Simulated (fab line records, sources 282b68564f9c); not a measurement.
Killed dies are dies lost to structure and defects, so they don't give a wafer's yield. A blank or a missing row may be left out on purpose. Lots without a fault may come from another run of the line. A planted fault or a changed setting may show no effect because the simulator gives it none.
Which tool did it? | flow rit_cmos | 13 lots, 39 wafers sampled, at 2 steps of a route of 202

WHAT THE GAUGES READ, wafer by wafer
RIT_GATE_THK_MEAS_09. Usual: GATE_POLY_THK 244.1 nm, standard deviation 2.4.
lot  | measured    | on            | GATE_POLY_THK (nm)                  | flag
L658 | day 2 13:28 | film_metro-02 | 241.0 242.3 240.7                   |
L659 | day 2 18:38 | film_metro-03 | 246.6 248.9 248.5                   |
L660 | day 3 01:13 | film_metro-03 | 247.8 246.5 248.0                   |
L662 | day 3 13:38 | film_metro-03 | 242.1 243.7 241.7                   |
L663 | day 3 15:03 | film_metro-01 | 267.7 267.4 264.2 267.2 267.5 264.2 | OFF
L671 | day 5 08:35 | film_metro-01 | 242.1 240.1 241.6                   |
L674 | day 5 22:13 | film_metro-01 | 243.6 244.0 243.7                   |
L676 | day 6 11:10 | film_metro-03 | 242.1 241.4 242.9                   |
L677 | day 6 16:33 | film_metro-02 | 240.9 242.5 243.3                   |
L678 | day 6 21:15 | film_metro-02 | 243.4 242.7 243.6                   |
L679 | day 7 02:40 | film_metro-01 | 246.1 244.8 245.1                   |
L680 | day 7 06:24 | film_metro-01 | 243.6 243.3 243.6                   |
L681 | day 7 16:18 | film_metro-03 | 241.9 241.3 241.4                   |

WHICH TOOL RAN EACH LOT (tool, then ch and the chambers of the sampled wafers, then the start)
lot  | RIT_GATE_CVD_08
L658 | lpcvd-02 ch 0, day 2 11:50
L659 | lpcvd-01 ch 0, day 2 16:59
L660 | lpcvd-01 ch 0, day 2 23:35
L662 | lpcvd-02 ch 0, day 3 12:01
L663 | lpcvd-01 ch 0, day 3 13:26
L671 | lpcvd-02 ch 0, day 5 06:59
L674 | lpcvd-02 ch 1, day 5 20:35
L676 | lpcvd-01 ch 0, day 6 09:33
L677 | lpcvd-02 ch 1, day 6 14:07
L678 | lpcvd-02 ch 0, day 6 19:38
L679 | lpcvd-01 ch 1, day 7 01:03
L680 | lpcvd-02 ch 0, day 7 04:47
L681 | lpcvd-01 ch 1, day 7 14:41
- RIT_GATE_CVD_08: deposits poly-Si from SiH4, target thk 250 nm, time 2220 s.

WHAT THE TOOLS THEMSELVES READ (means of the sampled wafers that have a number; where no wafer has one, the mark that the record gives instead)
RIT_GATE_CVD_08. Usual: pressure_mtorr 300.0 mTorr, standard deviation 0.64.
lot  | tool     | pressure_mtorr (mTorr) | flag
L658 | lpcvd-02 | 299.1                  |
L659 | lpcvd-01 | 300.1                  |
L660 | lpcvd-01 | 299.3                  |
L662 | lpcvd-02 | 300.3                  |
L663 | lpcvd-01 | 360.2                  | OFF
L671 | lpcvd-02 | 300.4                  |
L674 | lpcvd-02 | 300.4                  |
L676 | lpcvd-01 | 300.4                  |
L677 | lpcvd-02 | 298.8                  |
L678 | lpcvd-02 | 300.1                  |
L679 | lpcvd-01 | 300.2                  |
L680 | lpcvd-02 | 299.7                  |
L681 | lpcvd-01 | 299.6                  |

THE ANSWER, worked out from the rows above alone
Rule: a lot is off if the mean of its wafers that have a number lies more than 3 standard deviations from the usual mean. A lot without any number at a reading at which 4 lots or more have one is off too. The other lots that the step has rows for count as sound. The gauges are gone through in route order, then the tools' own readings, and for those a lot's mean is taken as printed above. The first step at which some lot is off is used, and at that step the reading that is off furthest; a lot without a number counts as furthest.
Off: L663, at RIT_GATE_THK_MEAS_09 (GATE_POLY_THK).
A tool fits if, at a process step before that reading, it ran every lot that is off, and no sound lot after the first of them. The gauges at RIT_GATE_THK_MEAS_09 aren't tried: what is off there is off at RIT_GATE_CVD_08 too, on other tools, and a gauge's error can't cause that. None of those tried fits.

WHAT THE SIMULATOR HAD PUT IN
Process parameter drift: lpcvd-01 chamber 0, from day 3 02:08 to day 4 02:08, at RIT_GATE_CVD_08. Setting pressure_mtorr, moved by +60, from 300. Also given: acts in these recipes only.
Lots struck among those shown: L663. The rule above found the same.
